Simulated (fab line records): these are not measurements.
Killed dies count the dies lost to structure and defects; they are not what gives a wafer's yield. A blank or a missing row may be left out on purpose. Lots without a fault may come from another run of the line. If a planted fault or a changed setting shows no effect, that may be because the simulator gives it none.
fab line records	flow berkeleyCmos170
record: lots: 5	wafers: 23
route steps=331 shown START@3 ACTIVE@70 NVT@111 PVT@123 PLDD@148 NLDD@159 SPACER@171 PSD@178
startH: hours from the record's first day to the start of the lot's first wafer shown	waitH: hours since the lot's step before	" same as the row above	L1.1+2: a row that stands for several wafers	- no value present, or no start provided	* or withheld: withheld	< > ~ a bound
route shown NAME@n: NAME is a module with steps in the file, n the number in the route of the first one	usual: mean and standard deviation over wafers with no fault	same: alike in all rows	chamber/n: place in a boat	sites: per-site readings	_std_site: their standard deviation	_edge_site: inner sites' mean taken away from outer sites' mean	radiusMm: how far each site lies from the wafer's centre	mask NAME#n: copy n	behind: tool/chamber where the wafer was last shaped	hold: what put the lot on hold/how long, in hours/how the hold closed	device: the n, p or np transistor that did not switch	end of line: the route-end tests of the same wafers	step lacking rows: just its recipe	killed: not the wafer's yield, but the dies lost to structure and defects at the first sort	map: shows each die of a wafer: x if killed, . if not, _ if none is there
set.NAME: setting as actually run; set.NAME@STEP: the setting as run at that earlier step	model.NAME: the simulator's own value behind a step, which no gauge read
lots where settings were altered on purpose, with a table for each step and a row for each wafer
== steps ==
step: UCB170_START_OXIDATION_02
recipe: tempC: 950	ambient: O2	targetThkA: 200	oxTimeS: 1800
lot.wafer	tool	chamber	startH	waitH	set.tempC	model.SiO2_of_START_OXIDATION_02.thkNm
L075.1	-	-	-	3.8	963.1	22.7
L075.2	"	-	"	"	963.1	22.6
L075.3+4	"	-	"	"	963.1	22.69
L075.5	"	-	"	"	963.1	22.56
L077.2	furnace-01	0	25.32	0.2	950	19.71
L077.3	"	0	"	"	950	19.49
L077.4	"	0	"	"	950	20
L078.1+6	-	-	-	2.8	950	19.66
L078.2	"	-	"	"	950	19.68
L078.3	"	-	"	"	950	19.91
L078.5	"	-	"	"	950	19.67
L080.1+3	-	-	-	0.2	939.9	17.37
L080.2	"	-	"	"	939.9	17.28
L080.5	"	-	"	"	939.9	17.7
L080.6	"	-	"	"	939.9	17.21
L084.1	-	-	-	3.4	968.4	23.49
L084.2	"	-	"	"	968.4	23.76
L084.3	"	-	"	"	968.4	23.72
L084.4	"	-	"	"	968.4	23.9
L084.6	"	-	"	"	968.4	23.95
step: UCB170_START_THK_MEAS_03
recipe: reads: SiO2_of_START_OXIDATION_02
usual: START_OXIDE_THK: 19.8/0.34
lot.wafer	tool	chamber	startH	waitH	set.tempC@START_OXIDATION_02	START_OXIDE_THK[nm]
L075.1	filmMetro-01	-	-	-	963.1	22.7
L075.2	"	-	"	"	963.1	22.5
L075.3	"	-	"	"	963.1	22.7
L075.4	"	-	"	"	963.1	22.7
L075.5	"	-	"	"	963.1	22.6
L077.2	filmMetro-02	-	26.83	0.0	950	19.7
L077.3	"	-	"	"	950	19.5
L077.4	"	-	"	"	950	20.0
L078.1	filmMetro-03	-	-	-	950	19.6
L078.2	"	-	"	"	950	19.7
L078.3	"	-	"	"	950	19.9
L078.5	"	-	"	"	950	19.6
L078.6	"	-	"	"	950	19.6
L080.1	filmMetro-01	-	-	-	939.9	17.3
L080.2	"	-	"	"	939.9	17.3
L080.3	"	-	"	"	939.9	17.4
L080.5	"	-	"	"	939.9	17.8
L080.6	"	-	"	"	939.9	17.2
L084.1	filmMetro-01	-	-	-	968.4	23.5
L084.2	"	-	"	"	968.4	23.7
L084.3	"	-	"	"	968.4	23.7
L084.4	"	-	"	"	968.4	23.9
L084.6	"	-	"	"	968.4	23.9
step: UCB170_ACTIVE_EXPOSE_10
recipe: maskId: ACTIVE	targetCdNm: 1200	na: 0.5	sigmaOuter: 0.6	sourceShape: conventional	doseMj: 20
lot.wafer	tool	chamber	startH	waitH	mask	set.doseMj
L077.2+3+4	krfScanner-02	0	94.08	0.2	ACTIVE#0	20
L075.1+2+4	krfScanner-02	0	94.77	0.5	ACTIVE#0	20.89
L075.3+5	"	0	"	"	ACTIVE#0	20
L078.1+6	krfScanner-01	0	123.86	0.2	ACTIVE#0	19.14
L078.2+3+5	"	0	"	"	ACTIVE#0	20
L080.1+2+3+5+6	krfScanner-02	0	124.29	0.2	ACTIVE#0	20
L084.1+2+6	krfScanner-02	0	130.12	0.3	ACTIVE#0	20.62
L084.3+4	"	0	"	"	ACTIVE#0	20
step: UCB170_ACTIVE_PEB_11
recipe: pebTempC: 130	pebTimeS: withheld	resist: KrF
step: UCB170_ACTIVE_DEVELOP_12
recipe: developer: TMAH	developTimeS: 45	resist: KrF	devTempC: 21
step: UCB170_ACTIVE_CD_MEAS_13
recipe: targetCdNm: 1200
usual: cdNm: 1199.8/1.2
lot.wafer	tool	chamber	startH	waitH	set.doseMj@ACTIVE_EXPOSE_10	cdNm
L077.2	cdSem-01	-	94.95	-	20	1199.2
L077.3	"	-	"	"	20	1197.5
L077.4	"	-	"	"	20	1198.6
L075.1	cdSem-01	-	95.71	-	20.89	1192.1
L075.2	"	-	"	"	20.89	1191.7
L075.3	"	-	"	"	20	1202.2
L075.4	"	-	"	"	20.89	1193.9
L075.5	"	-	"	"	20	1199.9
L078.1	cdSem-01	-	124.89	-	19.14	1208.3
L078.2	"	-	"	"	20	1199.9
L078.3	"	-	"	"	20	1200.4
L078.5	"	-	"	"	20	1200.1
L078.6	"	-	"	"	19.14	1209.2
L080.1	cdSem-02	-	125.16	-	20	1197.9
L080.2	"	-	"	"	20	1197.9
L080.3	"	-	"	"	20	1198.4
L080.5	"	-	"	"	20	1198.0
L080.6	"	-	"	"	20	1196.5
L084.1	cdSem-01	-	131.01	-	20.62	1195.1
L084.2	"	-	"	"	20.62	1194.9
L084.3	"	-	"	"	20	1200.9
L084.4	"	-	"	"	20	1199.8
L084.6	"	-	"	"	20.62	1194.8
step: UCB170_ACTIVE_ETCH_15
recipe: chemistry: CH3F/Ar/O2	target: Si3N4	stopOn: SiO2	CH3F_flow_sccm: 20	Ar_flow_sccm: 50	O2_flow_sccm: 7	pressureMtorr: 50	rfW: 450	targetDepthA: 2420	overEtchFrac: 0.1	timeS: 151
lot.wafer	tool	chamber	startH	waitH	set.doseMj@ACTIVE_EXPOSE_10	model.ACTIVE.cdNm
L077.2+4	rieDiel-03	2,3	95.09	0.0	20	1199
L077.3	"	0	"	"	20	1198
L075.1	rieDiel-01	2	95.87	0.0	20.89	1192
L075.2	"	0	"	"	20.89	1191
L075.3	"	3	"	"	20	1202
L075.4	"	3	"	"	20.89	1194
L075.5	"	2	"	"	20	1200
L078.1	rieDiel-01	3	125.04	0.0	19.14	1208
L078.2+3+5	"	1,2,3	"	"	20	1200
L078.6	"	2	"	"	19.14	1209
L080.1+2+3+5	rieDiel-03	1,0,3,0	125.32	0.0	20	1198
L080.6	"	1	"	"	20	1197
L084.1+2+6	rieDiel-04	0,2,3	131.17	0.0	20.62	1195
L084.3	"	3	"	"	20	1201
L084.4	"	0	"	"	20	1200
step: UCB170_ACTIVE_STRIP_16
recipe: chemistry: O2	powerW: 400	pressureMtorr: 3500	platenTempC: withheld	o2FlowSccm: 400	overashFraction: 0.5
step: UCB170_ACTIVE_CD_MEAS_90
recipe: targetCdNm: 1200
usual: cdNm: 1199.8/1.2
lot.wafer	tool	chamber	startH	waitH	set.doseMj@ACTIVE_EXPOSE_10	cdNm
L077.2	cdSem-02	-	95.31	0.1	20	1198.6
L077.3	"	-	"	"	20	1197.8
L077.4	"	-	"	"	20	1198.9
L075.1	cdSem-01	-	96.07	0.1	20.89	1191.6
L075.2	"	-	"	"	20.89	1191.1
L075.3	"	-	"	"	20	1202.3
L075.4	"	-	"	"	20.89	1194.3
L075.5	"	-	"	"	20	1199.9
L078.1	cdSem-01	-	125.31	0.1	19.14	1208.8
L078.2	"	-	"	"	20	1199.9
L078.3	"	-	"	"	20	1200.1
L078.5	"	-	"	"	20	1200.1
L078.6	"	-	"	"	19.14	1208.9
L080.1	cdSem-01	-	125.56	0.1	20	1197.7
L080.2	"	-	"	"	20	1197.8
L080.3	"	-	"	"	20	1198.0
L080.5	"	-	"	"	20	1198.3
L080.6	"	-	"	"	20	1196.7
L084.1	cdSem-02	-	131.37	0.1	20.62	1194.9
L084.2	"	-	"	"	20.62	1194.6
L084.3	"	-	"	"	20	1201.1
L084.4	"	-	"	"	20	1200.3
L084.6	"	-	"	"	20.62	1194.7
step: UCB170_NVT_IMPLANT_07
recipe: species: BF2	doseCm2: 3e+12	energyKev: 50	tiltDeg: 7
lot.wafer	tool	chamber	startH	waitH	set.doseCm2
L075.1+3+4	implanter-03	0	132.19	0.0	3.117e+12
L075.2+5	"	0	"	"	3e+12
L077.2+3+4	implanter-01	0	132.60	0.0	3e+12
L078.1+2+3+5+6	implanter-02	0	160.59	0.0	3e+12
L080.1+2+3	implanter-03	0	160.87	0.0	3.186e+12
L080.5+6	"	0	"	"	3e+12
L084.1+3+4	implanter-01	0	171.81	0.0	3.125e+12
L084.2+6	"	0	"	"	3e+12
step: UCB170_NVT_STRIP_08
recipe: chemistry: O2	powerW: 400	pressureMtorr: 3500	platenTempC: withheld	o2FlowSccm: 400	overashFraction: 0.5
step: UCB170_NVT_TW_MEAS_09
usual: NVT_TW: 526/4.6
lot.wafer	tool	chamber	startH	waitH	set.doseCm2@NVT_IMPLANT_07	NVT_TW
L075.1	filmMetro-04	-	132.44	0.1	3.117e+12	534
L075.2	"	-	"	"	3e+12	525
L075.3	"	-	"	"	3.117e+12	529
L075.4	"	-	"	"	3.117e+12	532
L075.5	"	-	"	"	3e+12	520
L077.2	filmMetro-04	-	132.83	0.1	3e+12	522
L077.3	"	-	"	"	3e+12	526
L077.4	"	-	"	"	3e+12	520
L078.1	filmMetro-02	-	160.84	0.1	3e+12	522
L078.2	"	-	"	"	3e+12	522
L078.3	"	-	"	"	3e+12	526
L078.5	"	-	"	"	3e+12	522
L078.6	"	-	"	"	3e+12	523
L080.1	filmMetro-02	-	161.12	0.1	3.186e+12	536
L080.2	"	-	"	"	3.186e+12	532
L080.3	"	-	"	"	3.186e+12	534
L080.5	"	-	"	"	3e+12	521
L080.6	"	-	"	"	3e+12	524
L084.1	filmMetro-02	-	172.06	0.1	3.125e+12	528
L084.2	"	-	"	"	3e+12	522
L084.3	"	-	"	"	3.125e+12	532
L084.4	"	-	"	"	3.125e+12	527
L084.6	"	-	"	"	3e+12	524
step: UCB170_PVT_STRIP_08
recipe: chemistry: O2	powerW: 400	pressureMtorr: 3500	platenTempC: withheld	o2FlowSccm: 400	overashFraction: 0.5
usual: stripTimeToEndpointS: 21.65/0.048
lot.wafer	tool	chamber	startH	waitH	set.o2FlowSccm	stripTimeToEndpointS
L075.1	plasmaAsher-04	0	136.52	0.1	400	21.71
L075.2	"	1	"	"	400	21.70
L075.3	"	1	"	"	400	21.65
L075.4	"	0	"	"	400	21.70
L075.5	"	1	"	"	400	21.67
L077.2	plasmaAsher-04	0	136.85	0.1	400	21.66
L077.3	"	0	"	"	400	21.65
L077.4	"	1	"	"	400	21.60
L078.1	plasmaAsher-02	1	164.84	0.1	352.9	22.12
L078.2	"	0	"	"	400	21.64
L078.3	"	1	"	"	352.9	22.11
L078.5	"	0	"	"	400	21.72
L078.6	"	1	"	"	352.9	22.11
L080.1	plasmaAsher-02	1	165.31	0.1	400	21.63
L080.2	"	0	"	"	380.6	21.85
L080.3	"	0	"	"	400	21.71
L080.5	"	1	"	"	380.6	21.81
L080.6	"	0	"	"	400	21.60
L084.1	plasmaAsher-04	1	173.44	0.1	400	21.56
L084.2	"	0	"	"	445.5	21.28
L084.3	"	0	"	"	445.5	21.43
L084.4	"	1	"	"	400	21.67
L084.6	"	1	"	"	400	21.60
step: UCB170_PLDD_EXPOSE_03
recipe: maskId: PSELECT	na: 0.5	sigmaOuter: 0.6	sourceShape: conventional	targetCdNm: 1200	doseMj: 30
lot.wafer	tool	chamber	startH	waitH	mask	set.doseMj
L077.2+3+4	krfScanner-01	0	155.08	0.3	PSELECT#0	30
L075.1+3+5	krfScanner-02	0	155.53	0.4	PSELECT#0	30
L075.2+4	"	0	"	"	PSELECT#0	29.24
L080.1+2	krfScanner-01	0	183.64	0.1	PSELECT#0	31.3
L080.3+5+6	"	0	"	"	PSELECT#0	30
L078.1+3+5	krfScanner-01	0	183.88	0.3	PSELECT#0	30
L078.2+6	"	0	"	"	PSELECT#0	31.22
L084.1+2+3	krfScanner-02	0	-	-	PSELECT#0	28.54
L084.4+6	"	0	"	"	PSELECT#0	30
step: UCB170_PLDD_PEB_04
recipe: pebTempC: 130	pebTimeS: withheld	resist: KrF
step: UCB170_PLDD_DEVELOP_05
recipe: developer: TMAH	developTimeS: 45	resist: KrF	devTempC: 21
step: UCB170_PLDD_CD_MEAS_06
recipe: targetCdNm: 1200
usual: cdNm: 1200.3/1.5
lot.wafer	tool	chamber	startH	waitH	set.doseMj@PLDD_EXPOSE_03	cdNm
L077.2	cdSem-02	-	155.98	-	30	1199.3
L077.3	"	-	"	"	30	1199.5
L077.4	"	-	"	"	30	1200.8
L075.1	cdSem-02	-	156.29	-	30	1200.6
L075.2	"	-	"	"	29.24	1196.4
L075.3	"	-	"	"	30	1201.2
L075.4	"	-	"	"	29.24	1196.8
L075.5	"	-	"	"	30	1200.9
L080.1	cdSem-02	-	184.04	-	31.3	1207.5
L080.2	"	-	"	"	31.3	1207.0
L080.3	"	-	"	"	30	1200.7
L080.5	"	-	"	"	30	1199.3
L080.6	"	-	"	"	30	1199.5
L078.1	cdSem-02	-	184.40	-	30	1201.6
L078.2	"	-	"	"	31.22	1207.0
L078.3	"	-	"	"	30	1200.5
L078.5	"	-	"	"	30	1200.6
L078.6	"	-	"	"	31.22	1208.3
L084.1	cdSem-02	-	191.76	-	28.54	1193.1
L084.2	"	-	"	"	28.54	1193.1
L084.3	"	-	"	"	28.54	1194.0
L084.4	"	-	"	"	30	1202.8
L084.6	"	-	"	"	30	1202.5
step: UCB170_NLDD_COAT_01
recipe: resist: KrF	spinRpm: 1500	resistThkNm: 900
lot.wafer	tool	chamber	startH	waitH	set.resistThkNm	model.KrF_of_NLDD_COAT_01.thkNm
L077.2	lithoTrack-03	0	157.14	0.1	900	899.7
L077.3	"	0	"	"	900	900.1
L077.4	"	0	"	"	900	902.8
L075.1	lithoTrack-02	0	157.91	0.1	900	899.8
L075.2	"	0	"	"	872.5	875.9
L075.3	"	0	"	"	900	900.2
L075.4	"	0	"	"	872.5	874.2
L075.5	"	0	"	"	872.5	871.2
L080.1	lithoTrack-02	0	185.10	0.1	900	900.6
L080.2	"	0	"	"	900	899.6
L080.3	"	0	"	"	900	899.7
L080.5	"	0	"	"	900	900.3
L080.6	"	0	"	"	900	897.9
L078.1	lithoTrack-03	0	185.34	0.1	900	901.8
L078.2	"	0	"	"	882.3	883
L078.3	"	0	"	"	882.3	883.1
L078.5	"	0	"	"	882.3	880.6
L078.6	"	0	"	"	900	901.2
L084.1	lithoTrack-03	0	193.96	0.1	900	901.6
L084.2	"	0	"	"	885.1	888.5
L084.3	"	0	"	"	900	901.4
L084.4	"	0	"	"	885.1	885
L084.6	"	0	"	"	885.1	884.1
step: UCB170_NLDD_SOFTBAKE_02
recipe: resist: KrF	tempC: 130	timeS: 60
step: UCB170_NLDD_EXPOSE_03
recipe: maskId: NSELECT	na: 0.5	sigmaOuter: 0.6	sourceShape: conventional	targetCdNm: 1200	doseMj: 30
step: UCB170_NLDD_IMPLANT_08
recipe: species: As	doseCm2: 5e+13	energyKev: 30	tiltDeg: 7	rotationDeg: 0
step: UCB170_NLDD_IMPLANT_09
recipe: species: As	doseCm2: 5e+13	energyKev: 30	tiltDeg: 7	rotationDeg: 180
step: UCB170_NLDD_STRIP_10
recipe: chemistry: O2	powerW: 400	pressureMtorr: 3500	platenTempC: withheld	o2FlowSccm: 400	overashFraction: 0.5
usual: stripTimeToEndpointS: 21.64/0.043
lot.wafer	tool	chamber	startH	waitH	set.resistThkNm@NLDD_COAT_01	stripTimeToEndpointS
L077.2	plasmaAsher-01	0	159.50	0.1	900	21.63
L077.3	"	0	"	"	900	21.61
L077.4	"	1	"	"	900	21.69
L075.1	plasmaAsher-03	0	160.32	0.1	900	21.64
L075.2	"	1	"	"	872.5	21.04
L075.3	"	1	"	"	900	21.63
L075.4	"	0	"	"	872.5	21.01
L075.5	"	0	"	"	872.5	20.93
L080.1	plasmaAsher-03	1	186.25	0.1	900	21.64
L080.2	"	0	"	"	900	21.61
L080.3	"	0	"	"	900	21.62
L080.5	"	0	"	"	900	21.63
L080.6	"	1	"	"	900	21.57
L078.1	plasmaAsher-02	1	186.97	0.1	900	21.67
L078.2	"	0	"	"	882.3	21.22
L078.3	"	1	"	"	882.3	21.23
L078.5	"	0	"	"	882.3	21.16
L078.6	"	1	"	"	900	21.66
L084.1	plasmaAsher-02	0	196.16	0.1	900	21.67
L084.2	"	1	"	"	885.1	21.35
L084.3	"	0	"	"	900	21.65
L084.4	"	1	"	"	885.1	21.26
L084.6	"	0	"	"	885.1	21.24
step: UCB170_SPACER_CVD_00
recipe: material: SiO2	targetThkNm: 376	tempC: 390	precursor: TEOS/O2	timeS: 47	rfW: 550	pressureMtorr: 9000
lot.wafer	tool	chamber	startH	waitH	set.timeS	model.SiO2_of_SPACER_CVD_00.thkNm
L077.2	pecvd-03	1	159.83	0.0	47	371.7
L077.3	"	2	"	"	47	377.8
L077.4	"	2	"	"	47	384.8
L075.1	pecvd-04	0	160.76	0.0	47	371
L075.2	"	2	"	"	51.06	403.3
L075.3	"	1	"	"	47	371.7
L075.4	"	2	"	"	47	379
L075.5	"	0	"	"	51.06	408.7
L080.1	pecvd-03	2	186.58	0.0	41.39	327.5
L080.2	"	0	"	"	41.39	326.5
L080.3	"	1	"	"	47	371.5
L080.5	"	0	"	"	41.39	334.9
L080.6	"	2	"	"	47	380.2
L078.1	pecvd-04	2	187.30	0.0	43.84	352.2
L078.2	"	0	"	"	47	374
L078.3	"	1	"	"	47	379
L078.5	"	2	"	"	43.84	359.4
L078.6	"	1	"	"	47	381.2
L084.1	pecvd-01	2	196.50	0.0	47	365.4
L084.2	"	0	"	"	47	359.9
L084.3	"	1	"	"	47	374.4
L084.4	"	1	"	"	47	376.4
L084.6	"	2	"	"	47	368.6
step: UCB170_SPACER_THK_MEAS_01
recipe: reads: SiO2_of_SPACER_CVD_00
usual: SPACER_TEOS_THK: 376/5
lot.wafer	tool	chamber	startH	waitH	set.timeS@SPACER_CVD_00	SPACER_TEOS_THK[nm]
L077.2	filmMetro-02	-	159.88	0.0	47	372
L077.3	"	-	"	"	47	378
L077.4	"	-	"	"	47	385
L075.1	filmMetro-04	-	160.81	0.0	47	371
L075.2	"	-	"	"	51.06	403
L075.3	"	-	"	"	47	372
L075.4	"	-	"	"	47	379
L075.5	"	-	"	"	51.06	409
L080.1	filmMetro-03	-	186.63	0.0	41.39	328
L080.2	"	-	"	"	41.39	326
L080.3	"	-	"	"	47	372
L080.5	"	-	"	"	41.39	335
L080.6	"	-	"	"	47	380
L078.1	filmMetro-02	-	187.35	0.0	43.84	352
L078.2	"	-	"	"	47	374
L078.3	"	-	"	"	47	379
L078.5	"	-	"	"	43.84	360
L078.6	"	-	"	"	47	382
L084.1	filmMetro-04	-	196.54	0.0	47	365
L084.2	"	-	"	"	47	360
L084.3	"	-	"	"	47	375
L084.4	"	-	"	"	47	376
L084.6	"	-	"	"	47	368
step: UCB170_SPACER_ANNEAL_02
recipe: tempC: 900	timeS: 1800	ambient: N2
step: UCB170_SPACER_ETCHBACK_03
recipe: stopOn: Si	target: SiO2	chemistry: CHF3/CF4/Ar	CHF3_flow_sccm: 50	cf4FlowSccm: 10	Ar_flow_sccm: 120	pressureMtorr: 200	rfW: 500	targetDepthA: 3760	timeS: 100
lot.wafer	tool	chamber	startH	waitH	set.timeS@SPACER_CVD_00	model.etch.depthNm
L077.2	rieDiel-01	1	164.86	0.0	47	371.7
L077.3	"	0	"	"	47	377.8
L077.4	"	2	"	"	47	384.8
L075.1	rieDiel-02	1	164.93	0.1	47	-
L075.2	"	2	"	"	51.06	-
L075.3	"	3	"	"	47	371.7
L075.4	"	0	"	"	47	379
L075.5	"	0	"	"	51.06	408.7
L078.1	rieDiel-02	0	189.99	0.0	43.84	352.2
L078.2	"	3	"	"	47	374
L078.3+6	"	2	"	"	47	-
L078.5	"	3	"	"	43.84	-
L080.1	rieDiel-01	1	189.99	0.0	41.39	327.5
L080.2	"	3	"	"	41.39	326.5
L080.3	"	2	"	"	47	371.5
L080.5	"	1	"	"	41.39	-
L080.6	"	3	"	"	47	-
L084.1	rieDiel-03	2	203.86	0.0	47	365.4
L084.2	"	0	"	"	47	359.9
L084.3	"	1	"	"	47	374.4
L084.4	"	3	"	"	47	376.4
L084.6	"	0	"	"	47	368.6
step: UCB170_PSD_EXPOSE_03
recipe: maskId: PSELECT_MOD	na: 0.5	sigmaOuter: 0.6	sourceShape: conventional	targetCdNm: 1200	doseMj: 30
lot.wafer	tool	chamber	startH	waitH	mask	set.doseMj
L077.2+3+4	krfScanner-02	0	165.64	0.3	PSELECT_MOD#0	30
L075.1+2+4	krfScanner-01	0	165.98	0.3	PSELECT_MOD#0	32.01
L075.3+5	"	0	"	"	PSELECT_MOD#0	30
L078.1+5+6	krfScanner-02	0	191.44	0.2	PSELECT_MOD#0	28.03
L078.2+3	"	0	"	"	PSELECT_MOD#0	30
L080.1+3+5	krfScanner-01	0	191.68	0.4	PSELECT_MOD#0	30
L080.2+6	"	0	"	"	PSELECT_MOD#0	31.32
L084.1+2+6	krfScanner-02	0	204.62	0.4	PSELECT_MOD#0	28.49
L084.3+4	"	0	"	"	PSELECT_MOD#0	30
step: UCB170_PSD_PEB_04
recipe: pebTempC: 130	pebTimeS: withheld	resist: KrF
step: UCB170_PSD_DEVELOP_05
recipe: developer: TMAH	developTimeS: 45	resist: KrF	devTempC: 21
step: UCB170_PSD_CD_MEAS_06
recipe: targetCdNm: 1200
usual: cdNm: 1200.6/1.5
lot.wafer	tool	chamber	startH	waitH	set.doseMj@PSD_EXPOSE_03	cdNm
L077.2	cdSem-02	-	166.16	-	30	1201.3
L077.3	"	-	"	"	30	1201.1
L077.4	"	-	"	"	30	1201.5
L075.1	cdSem-01	-	166.42	-	32.01	1211.7
L075.2	"	-	"	"	32.01	1211.2
L075.3	"	-	"	"	30	1199.0
L075.4	"	-	"	"	32.01	1211.3
L075.5	"	-	"	"	30	1199.4
L078.1	cdSem-01	-	192.23	-	28.03	1187.1
L078.2	"	-	"	"	30	1198.1
L078.3	"	-	"	"	30	1198.0
L078.5	"	-	"	"	28.03	1187.5
L078.6	"	-	"	"	28.03	1186.2
L080.1	cdSem-01	-	192.50	-	30	1201.8
L080.2	"	-	"	"	31.32	1210.7
L080.3	"	-	"	"	30	1201.2
L080.5	"	-	"	"	30	1201.9
L080.6	"	-	"	"	31.32	1208.9
L084.1	cdSem-02	-	205.11	-	28.49	1194.2
L084.2	"	-	"	"	28.49	1192.1
L084.3	"	-	"	"	30	1202.3
L084.4	"	-	"	"	30	1203.5
L084.6	"	-	"	"	28.49	1192.9
== key ==
split: step: UCB170_START_OXIDATION_02	setting: tempC	stated: 950	by: lot
response: step: UCB170_START_OXIDATION_02	reading: model.SiO2_of_START_OXIDATION_02.thkNm	change: +2.13	per: 1%	r: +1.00
response: step: UCB170_START_THK_MEAS_03	reading: START_OXIDE_THK	change: +2.12	per: 1%	r: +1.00
split: step: UCB170_ACTIVE_EXPOSE_10	setting: doseMj	stated: 20	by: wafer
response: step: UCB170_ACTIVE_CD_MEAS_13	reading: cdNm	change: -1.91	per: 1%	r: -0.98
response: step: UCB170_ACTIVE_ETCH_15	reading: model.ACTIVE.cdNm	change: -1.94	per: 1%	r: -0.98
response: step: UCB170_ACTIVE_CD_MEAS_90	reading: cdNm	change: -1.99	per: 1%	r: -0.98
split: step: UCB170_NVT_IMPLANT_07	setting: doseCm2	stated: 3e+12	by: wafer
response: step: UCB170_NVT_TW_MEAS_09	reading: NVT_TW	change: +1.81	per: 1%	r: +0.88
split: step: UCB170_PVT_STRIP_08	setting: o2FlowSccm	stated: 400	by: wafer
response: step: UCB170_PVT_STRIP_08	reading: stripTimeToEndpointS	change: *	per: 1%	r: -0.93
split: step: UCB170_PLDD_EXPOSE_03	setting: doseMj	stated: 30	by: wafer
response: step: UCB170_PLDD_CD_MEAS_06	reading: cdNm	change: +1.77	per: 1%	r: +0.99
split: step: UCB170_NLDD_COAT_01	setting: resistThkNm	stated: 900	by: wafer
response: step: UCB170_NLDD_COAT_01	reading: model.KrF_of_NLDD_COAT_01.thkNm	change: +9.03	per: 1%	r: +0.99
response: step: UCB170_NLDD_STRIP_10	reading: stripTimeToEndpointS	change: *	per: 1%	r: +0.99
split: step: UCB170_SPACER_CVD_00	setting: timeS	stated: 47	by: wafer
response: step: UCB170_SPACER_CVD_00	reading: model.SiO2_of_SPACER_CVD_00.thkNm	change: +3.73	per: 1%	r: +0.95
response: step: UCB170_SPACER_THK_MEAS_01	reading: SPACER_TEOS_THK	change: +3.74	per: 1%	r: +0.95
response: step: UCB170_SPACER_ETCHBACK_03	reading: model.etch.depthNm	change: +3.7	per: 1%	r: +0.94
split: step: UCB170_PSD_EXPOSE_03	setting: doseMj	stated: 30	by: wafer
response: step: UCB170_PSD_CD_MEAS_06	reading: cdNm	change: +1.81	per: 1%	r: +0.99
